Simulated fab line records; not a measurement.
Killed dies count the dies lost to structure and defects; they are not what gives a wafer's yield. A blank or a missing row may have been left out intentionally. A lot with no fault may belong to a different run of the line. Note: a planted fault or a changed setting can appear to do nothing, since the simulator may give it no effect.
Which tool did it? ; flow rit cmos ; 6 lots with 18 wafers sampled at 2 steps, on a route of 202 steps

WHAT EACH GAUGE READ, for each wafer
RIT_PWELL_TW_MEAS_10.
lot;measured;on;PWELL_TW
L263;day 2 03:28;film metro-02;945 942 946
L265;day 2 14:14;film metro-03;961 962 959
L267;day 2 23:55;film metro-02;947 938 944
L269;day 3 10:08;film metro-04;961 956 958
L274;day 4 11:09;film metro-02;911 907 913 911 911 917
L285;day 6 19:47;film metro-02;941 937 944

WHAT TOOL EACH LOT RAN ON (gives the tool, then ch and the chambers of the sampled wafers, and finally the start)
lot;RIT_PWELL_IMPLANT_08
L263;implanter-04 ch 0, day 2 03:10
L265;implanter-01 ch 0, day 2 13:55
L267;implanter-01 ch 0, day 2 23:37
L269;implanter-01 ch 0, day 3 09:50
L274;implanter-02 ch 0, day 4 10:50
L285;implanter-01 ch 0, day 6 19:29
- RIT_PWELL_IMPLANT_08

THE ANSWER, worked out from the rows above alone
Rule: what is usual is taken from the lots themselves. The widest of any qualifying gaps counts: lots, ordered by their means at a reading, are off when they make up no more than a third of the lots, leave a main group of 4 or more, and stand apart from it by 3 or more times the standard deviation of that group's means. A main group whose means are all the same, to the digits that the tables above print for the reading, isn't used. A lot without any number at a reading at which 4 lots or more have one is off too. The other lots that the step has rows for count as sound.
Off: L274, at RIT_PWELL_TW_MEAS_10 (PWELL_TW). Main group: mean 949, sd 8.4.
A tool fits if, at a process step before that reading, it ran every lot that is off, and no sound lot after the first of them. Those tools and the gauges at RIT_PWELL_TW_MEAS_10 are tried in the same way. One fits: RIT_PWELL_IMPLANT_08 on implanter-02. It ran no sound lot before its first lot that is off in this sample, so the start can't be narrowed down.

WHAT THE SIMULATOR HAD PUT IN
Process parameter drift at RIT_PWELL_IMPLANT_08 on implanter-02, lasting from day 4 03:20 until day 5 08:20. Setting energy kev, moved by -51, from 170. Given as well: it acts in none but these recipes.
Lots struck among those shown: L274. The rule above found the same.
